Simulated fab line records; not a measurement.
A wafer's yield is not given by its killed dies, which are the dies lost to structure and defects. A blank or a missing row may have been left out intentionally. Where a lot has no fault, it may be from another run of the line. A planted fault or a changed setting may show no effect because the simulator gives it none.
Split-lot study    flow berkeley_cmos170    5 lots, 23 wafers read, on a route of 331 steps

## SPLIT DETAILS
At UCB170_PFIELD_IMPLANT_07, the setting dose_cm2 was moved away from the recipe's 2e+13 on 5 of the 23 wafers read, by -2.4% to +6.7%. All remaining wafers had this setting at the recipe value.

## SPLIT TO READING: what lies between them in the file, 1 step
- UCB170_PFIELD_STRIP_08: strips in O2

## THE READING
PFIELD_TW, at UCB170_PFIELD_TW_MEAS_09. On this fab line, fault-free wafers typically give 600 with a standard deviation of 5.9.

wafer   tool, chamber at the split  dose_cm2 as run  against the recipe  PFIELD_TW  against lot-mates on the recipe
L075.3  implanter-04, 0             2e+13            recipe              596        -
L075.4  implanter-04, 0             2e+13            recipe              596        -
L075.6  implanter-04, 0             2e+13            recipe              597        -
L076.2  implanter-02, 0             2.134e+13        +6.7%               619        +14
L076.3  implanter-02, 0             2e+13            recipe              605        -
L076.4  implanter-02, 0             2e+13            recipe              606        -
L076.5  implanter-02, 0             2.134e+13        +6.7%               622        +17
L076.6  implanter-02, 0             2e+13            recipe              605        -
L078.1  implanter-04, 0             2e+13            recipe              608        -
L078.2  implanter-04, 0             2e+13            recipe              609        -
L078.3  implanter-04, 0             2e+13            recipe              611        -
L078.4  implanter-04, 0             2e+13            recipe              611        -
L078.6  implanter-04, 0             2e+13            recipe              607        -
L080.1  implanter-01, 0             2e+13            recipe              595        -
L080.2  implanter-01, 0             2e+13            recipe              597        -
L080.4  implanter-01, 0             2e+13            recipe              597        -
L080.5  implanter-01, 0             2e+13            recipe              595        -
L080.6  implanter-01, 0             2e+13            recipe              595        -
L083.1  implanter-04, 0             2e+13            recipe              594        -
L083.2  implanter-04, 0             1.951e+13        -2.4%               593        -2
L083.4  implanter-04, 0             2e+13            recipe              596        -
L083.5  implanter-04, 0             1.951e+13        -2.4%               591        -4
L083.6  implanter-04, 0             1.951e+13        -2.4%               592        -3

THE FIT
A straight line over all 23 wafers: PFIELD_TW changes by +3.05 for each +1% of dose_cm2; r = +0.76; the points scatter about the line by 5.8.
The same after taking each lot's own level away (the mean of its wafers on the recipe; 23 wafers): +2.07 for each +1%; r = +0.96; scatter 1.4.
According to that fit, moving dose_cm2 by its largest amount changes the reading by 14.
From 595.0 to 609.2: that is the span of the lots' own levels, equal to 2.4 times the standard deviation above.
So the lot-to-lot level blurs the effect unless lot-mates are compared.
Check: with one of the wafers moved furthest among these (+6.7%) left out of the fit, the line predicts +14.7 for it against its lot-mates. Against them it came out at +13.7.

## ADDITIONAL SPLITS CARRIED BY THESE WAFERS
These wafers also went through other splits before the reading. Each is held against what the fit with the lots' levels taken away leaves over:
other split on the same wafers      wafers away from the commonest value  r with PFIELD_TW (lot level and that fit taken away)
UCB170_START_OXIDATION_02 temp_c    15                                    +0.10
UCB170_NWELL_CVD_04 temp_c          10                                    -0.24
UCB170_PWELL_CVD_05 pressure_mtorr  15                                    -0.07
UCB170_ACTIVE_COAT_08 spin_rpm      5                                     +0.23

## FILE'S OWN FIT
PFIELD_TW changes by +2.12 for each +1% of dose_cm2, r = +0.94.
